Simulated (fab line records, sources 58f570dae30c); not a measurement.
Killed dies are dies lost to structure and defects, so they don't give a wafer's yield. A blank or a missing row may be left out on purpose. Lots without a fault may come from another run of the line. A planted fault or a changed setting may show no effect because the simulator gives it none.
Split-lot experiment | flow berkeley_cmos170 | 5 lots, 23 wafers read, on a route of 331 steps

THE SPLIT
At UCB170_SILICIDE_SPUTTER_01 (material Ti, target thk 30 nm, time 25 s), the setting power_w was moved away from the recipe's 1500 W on 7 of the 23 wafers read, by -5.2% to +7.9%. The other wafers ran this setting at the recipe's value.

FROM THE SPLIT TO THE READING: what the file shows between them, 1 step
- UCB170_SILICIDE_RS_MEAS_02: measures by four-point-probe

THE READING
SILICIDE_TI_THK, in nm, at UCB170_SILICIDE_THK_MEAS_03 (measures by xrf). Fault-free wafers of this fab line usually give 30.6 nm, standard deviation 0.47 nm.

wafer  | tool, chamber at the split | power_w as run, W | against the recipe | SILICIDE_TI_THK, nm | against lot-mates on the recipe
L074.1 | pvd_sputter-01, -          | 1500              | recipe             | 29.8                | -
L074.2 | pvd_sputter-01, -          | 1500              | recipe             | 30.3                | -
L074.3 | pvd_sputter-01, -          | 1500              | recipe             | 30.7                | -
L074.4 | pvd_sputter-01, -          | 1500              | recipe             | 31.0                | -
L074.5 | pvd_sputter-01, -          | 1500              | recipe             | 30.9                | -
L076.1 | pvd_sputter-01, -          | 1422              | -5.2%              | 27.6                | -2.7
L076.2 | pvd_sputter-01, -          | 1500              | recipe             | 30.6                | -
L076.4 | pvd_sputter-01, -          | 1500              | recipe             | 30.3                | -
L076.5 | pvd_sputter-01, -          | 1422              | -5.2%              | 28.9                | -1.4
L076.6 | pvd_sputter-01, -          | 1500              | recipe             | 30.0                | -
L080.1 | pvd_sputter-02, -          | 1500              | recipe             | 31.4                | -
L080.2 | pvd_sputter-02, -          | 1500              | recipe             | 31.0                | -
L080.6 | pvd_sputter-02, -          | 1500              | recipe             | 31.4                | -
L083.1 | pvd_sputter-02, -          | 1500              | recipe             | 30.3                | -
L083.2 | pvd_sputter-02, -          | 1619              | +7.9%              | 33.3                | +3.1
L083.3 | pvd_sputter-02, -          | 1500              | recipe             | 30.1                | -
L083.4 | pvd_sputter-02, -          | 1500              | recipe             | 30.3                | -
L083.5 | pvd_sputter-02, -          | 1619              | +7.9%              | 32.6                | +2.4
L084.1 | pvd_sputter-01, -          | 1554              | +3.6%              | 32.0                | +2.0
L084.2 | pvd_sputter-01, -          | 1500              | recipe             | 30.3                | -
L084.4 | pvd_sputter-01, -          | 1554              | +3.6%              | 30.9                | +0.9
L084.5 | pvd_sputter-01, -          | 1554              | +3.6%              | 31.9                | +1.9
L084.6 | pvd_sputter-01, -          | 1500              | recipe             | 29.6                | -

THE FIT
A straight line over all 23 wafers: SILICIDE_TI_THK changes by +0.345 nm for each +1% of power_w; r = +0.89; the points scatter about the line by 0.56 nm.
The same after taking each lot's own level away (the mean of its wafers on the recipe; 23 wafers): +0.375 nm for each +1%; r = +0.94; scatter 0.42 nm.
On that fit, the largest move of power_w shifts the reading by 3 nm.
The lots' own levels span 29.95 to 31.27 nm, that is 2.8 times the standard deviation above.
So the lot-to-lot level changes the slope little: the two slopes agree.
Check: with one of the wafers moved furthest among these (+7.9%) left out of the fit, the line predicts +2.95 nm for it against its lot-mates. It came out at +3.07 nm against them.

OTHER SPLITS ON THESE WAFERS
These wafers also went through other splits before the reading. Each is held against what the fit with the lots' levels taken away leaves over:
other split on the same wafers   | wafers away from the commonest value | r with SILICIDE_TI_THK (lot level and that fit taken away)
UCB170_GATE_EXPOSE_09 dose_mj    | 7                                    | +0.35
UCB170_NLDD_EXPOSE_03 dose_mj    | 11                                   | +0.13
UCB170_SPACER_CVD_00 time_s      | 10                                   | -0.11
UCB170_PSD_PEB_04 peb_temp_c     | 11                                   | -0.11
UCB170_BACKSIDE_STRIP_03 power_w | 6                                    | -0.01

THE WHOLE CHAIN: every reading that the file lists as answering this split, in the file's order
step                        | what it does                             | reading                                                                           | change (the file's fit)              | r (the file's)
UCB170_SILICIDE_SPUTTER_01  | material Ti, target thk 30 nm, time 25 s | Ti_of_SILICIDE_SPUTTER_01.thk_nm (the simulator's own value, which no gauge read) | +0.36 nm for each +1% of the setting | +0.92
UCB170_SILICIDE_RS_MEAS_02  | measures by four-point-probe             | SILICIDE_TI_RS                                                                    | -0.365 for each +1% of the setting   | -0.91
UCB170_SILICIDE_THK_MEAS_03 | measures by xrf                          | SILICIDE_TI_THK                                                                   | +0.366 for each +1% of the setting   | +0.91

THE FILE'S OWN FIT
SILICIDE_TI_THK changes by +0.366 nm for each +1% of power_w, r = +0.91.
